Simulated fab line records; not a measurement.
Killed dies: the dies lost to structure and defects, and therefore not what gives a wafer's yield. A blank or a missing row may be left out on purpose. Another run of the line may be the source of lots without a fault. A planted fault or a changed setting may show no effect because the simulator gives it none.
fab line records ; flow ritCmos
record: lots: 15; wafers: 45; lastDay: 7
route steps=202 shown NRETRO@56 M1@202
lots that met no fault: from a run of the same line without faults
startH: hours from the record's first day to the start of the lot's first wafer shown ; waitH: hours elapsed since this lot's preceding step ; " unchanged from the row above ; L1.1+2: several wafers, shown together as one row ; - either no value or no given start ; * or withheld: withheld ; < > ~ a bound
route shown NAME@n: NAME is a module with steps in the file, n the number in the route of the first one ; usual: average and standard deviation across the fault-free wafers ; same: alike in all rows ; chamber/n: place in a boat ; sites: readings site by site ; _std_site: standard deviation of those values ; _edge_site: the outer-site mean with the inner-site mean subtracted ; radiusMm: how far each site lies from the wafer's centre ; mask NAME#n: copy n ; behind: the tool/chamber that last shaped the wafer ; hold: why the lot went on hold/how many hours it stayed there/how the hold came to an end ; device: the n, p or np transistor that did not switch ; end of line: tests of these same wafers at the route's end ; a step without rows: its recipe alone ; killed: at the first sort, the dies lost to defects and structure; wafer yield is something else ; map: a wafer's dies, marking killed ones x, the rest . and places with no die _
set.NAME: the setting the step ran with; set.NAME@STEP: the setting that earlier step ran with ; model.NAME: the simulator's own value behind a step, which no gauge read
one table for each step of the route and one row for each wafer, over a sample of lots
services: when a tool's chamber went out of use (startH, in hours from the record's first day, below 0 if earlier), for how many hours, and the reason
== steps ==
step: RIT_NRETRO_EXPOSE_03
recipe: maskId: M4; na: 0.57; targetCdNm: 43900; doseMj: 250
usual: stageVelMmS: 499.92/0.26
lot.wafer;tool;chamber;startH;waitH;mask;stageVelMmS
L212.3;ilineStepper-02;0;29.43;0.2;M4#0;499.75
L212.4;ilineStepper-02;0;29.43;0.2;M4#0;499.78
L212.5;ilineStepper-02;0;29.43;0.2;M4#0;499.44
L213.1;ilineStepper-01;0;33.43;0.2;M4#0;500.21
L213.3;ilineStepper-01;0;33.43;0.2;M4#0;500.04
L213.4;ilineStepper-01;0;33.43;0.2;M4#0;500.14
L215.2;ilineStepper-02;0;45.48;0.1;M4#0;500.07
L215.3;ilineStepper-02;0;45.48;0.1;M4#0;499.77
L215.5;ilineStepper-02;0;45.48;0.1;M4#0;499.91
L216.1;ilineStepper-01;0;50.67;0.2;M4#0;500.05
L216.2;ilineStepper-01;0;50.67;0.2;M4#0;499.82
L216.6;ilineStepper-01;0;50.67;0.2;M4#0;499.87
L219.1;ilineStepper-01;0;67.43;0.2;M4#0;499.73
L219.5;ilineStepper-01;0;67.43;0.2;M4#0;500.25
L219.6;ilineStepper-01;0;67.43;0.2;M4#0;499.94
L221.3;ilineStepper-01;0;73.60;0.2;M4#0;500.31
L221.4;ilineStepper-01;0;73.60;0.2;M4#0;500.15
L221.5;ilineStepper-01;0;73.60;0.2;M4#0;500.49
L222.1;ilineStepper-01;0;79.22;0.1;M4#0;499.80
L222.4;ilineStepper-01;0;79.22;0.1;M4#0;500.02
L222.6;ilineStepper-01;0;79.22;0.1;M4#0;499.98
L225.2;ilineStepper-02;0;93.90;0.2;M4#0;499.88
L225.3;ilineStepper-02;0;93.90;0.2;M4#0;499.83
L225.5;ilineStepper-02;0;93.90;0.2;M4#0;499.58
L226.3;ilineStepper-02;0;98.88;0.1;M4#0;499.81
L226.4;ilineStepper-02;0;98.88;0.1;M4#0;499.85
L226.5;ilineStepper-02;0;98.88;0.1;M4#0;500.41
L227.1;ilineStepper-02;0;105.61;0.1;M4#0;500.53
L227.2;ilineStepper-02;0;105.61;0.1;M4#0;500.51
L227.3;ilineStepper-02;0;105.61;0.1;M4#0;500.26
L229.1;ilineStepper-02;0;114.90;0.2;M4#0;500.16
L229.3;ilineStepper-02;0;114.90;0.2;M4#0;499.72
L229.5;ilineStepper-02;0;114.90;0.2;M4#0;500.09
L230.1;ilineStepper-02;0;118.22;0.1;M4#0;500.13
L230.3;ilineStepper-02;0;118.22;0.1;M4#0;500.23
L230.6;ilineStepper-02;0;118.22;0.1;M4#0;500.02
L233.4;ilineStepper-02;0;134.30;0.2;M4#0;499.61
L233.5;ilineStepper-02;0;134.30;0.2;M4#0;499.73
L233.6;ilineStepper-02;0;134.30;0.2;M4#0;499.68
L234.4;ilineStepper-02;0;138.43;0.1;M4#0;500.28
L234.5;ilineStepper-02;0;138.43;0.1;M4#0;499.70
L234.6;ilineStepper-02;0;138.43;0.1;M4#0;499.79
L235.2;ilineStepper-02;0;143.99;0.1;M4#0;499.66
L235.4;ilineStepper-02;0;143.99;0.1;M4#0;499.91
L235.5;ilineStepper-02;0;143.99;0.1;M4#0;499.63
step: RIT_NRETRO_OVL_MEAS_06
usual: NRETRO_OVL: -0.1/1.5
lot.wafer;tool;chamber;startH;waitH;NRETRO_OVL[nm]
L212.3;overlay-02;-;29.83;-;-2.5
L212.4;overlay-02;-;29.83;-;-2.0
L212.5;overlay-02;-;29.83;-;-0.8
L213.1;overlay-01;-;33.86;-;0.7
L213.3;overlay-01;-;33.86;-;1.0
L213.4;overlay-01;-;33.86;-;3.4
L215.2;overlay-02;-;45.90;-;-0.1
L215.3;overlay-02;-;45.90;-;-2.3
L215.5;overlay-02;-;45.90;-;-2.5
L216.1;overlay-02;-;51.10;-;0.5
L216.2;overlay-02;-;51.10;-;1.0
L216.6;overlay-02;-;51.10;-;-0.3
L219.1;overlay-02;-;67.86;-;418.7
L219.5;overlay-02;-;67.86;-;419.8
L219.6;overlay-02;-;67.86;-;422.3
L221.3;overlay-02;-;74.01;-;418.3
L221.4;overlay-02;-;74.01;-;419.2
L221.5;overlay-02;-;74.01;-;419.7
L222.1;overlay-01;-;79.65;-;419.2
L222.4;overlay-01;-;79.65;-;418.6
L222.6;overlay-01;-;79.65;-;419.9
L225.2;overlay-02;-;94.32;-;-0.6
L225.3;overlay-02;-;94.32;-;-0.5
L225.5;overlay-02;-;94.32;-;-2.2
L226.3;overlay-02;-;99.32;-;-2.0
L226.4;overlay-02;-;99.32;-;-2.7
L226.5;overlay-02;-;99.32;-;-0.7
L227.1;overlay-02;-;106.04;-;-1.6
L227.2;overlay-02;-;106.04;-;1.9
L227.3;overlay-02;-;106.04;-;-0.7
L229.1;overlay-01;-;115.33;-;-1.0
L229.3;overlay-01;-;115.33;-;-0.3
L229.5;overlay-01;-;115.33;-;-0.8
L230.1;overlay-01;-;118.65;-;-0.5
L230.3;overlay-01;-;118.65;-;-0.6
L230.6;overlay-01;-;118.65;-;-1.2
L233.4;overlay-01;-;134.69;-;-0.2
L233.5;overlay-01;-;134.69;-;-0.1
L233.6;overlay-01;-;134.69;-;-0.8
L234.4;overlay-02;-;138.82;-;-0.7
L234.5;overlay-02;-;138.82;-;-2.0
L234.6;overlay-02;-;138.82;-;-1.1
L235.2;overlay-01;-;144.41;-;-1.1
L235.4;overlay-01;-;144.41;-;-3.7
L235.5;overlay-01;-;144.41;-;-1.5
step: RIT_M1_PROBE_99
usual: killed_at_M0_to_M3: 0.0/0.083; killedAtContacts: 0.1/0.28; killedAtFrontEnd: 6.5/3; killedDies: 7/3; killedOpen: 3.2/2; killedShort: 3.2/1.9
same: grossDies: 264; killed_at_M4_up: 0; killedAtBackSide: 0; killedAtOther: 0
lot.wafer;tool;chamber;startH;waitH;killed_at_M0_to_M3;killedAtContacts;killedAtFrontEnd;killedDies;killedOpen;killedShort
L235.2;prober-02;-;171.46;0.1;0;0;4;4;2;2
L235.4;prober-02;-;171.56;0.2;0;0;8;8;4;4
L235.5;prober-02;-;171.61;0.2;0;0;4;4;1;3
killed by level:class
L235.2 GATE:geometricParticle:short=2 GATE:geometricParticle:open=1 SILICIDE:geometricParticle:open=1
L235.4 GATE:geometricParticle:open=2 FOX1:geometricParticle:open=1 FOX1:geometricParticle:short=1 GATE:geometricParticle:short=1 REOX:geometricParticle:short=1 SPACER:geometricParticle:open=1 SPACER:geometricParticle:short=1
L235.5 FOX1:geometricParticle:short=1 SILICIDE:geometricParticle:short=1 FOX1:geometricParticle:open=1 SPACER:geometricParticle:short=1
== services ==
tool;chamber;startH;hours;kind
ilineStepper-01;0;31.69;-;calibration
ilineStepper-01;-;96.65;3.8;repair
== key ==
firstSign: step: RIT_NRETRO_OVL_MEAS_06; reading: NRETRO_OVL; direction: up; sigmas: 99+; usual: -0.1; struck: 419.5
effect none on later readings
metAt RIT_NRETRO_EXPOSE_03
struckLots L219,L221,L222
testerLeftOut L219,L221,L222
onsetBetween 50.67 67.43
fault: kind: scannerMatchingOverlay; tool: ilineStepper-01; chamber: -; onsetH: 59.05; steps: RIT_NRETRO_EXPOSE_03; offset: 420
testerLeftOut: of these lots the tester's yield and bins aren't shown, on N5 and GAA mostly nor the transistor test; their killed dies are dies lost to structure and defects alone, not to doping, threshold or leakage, so they don't give the yield
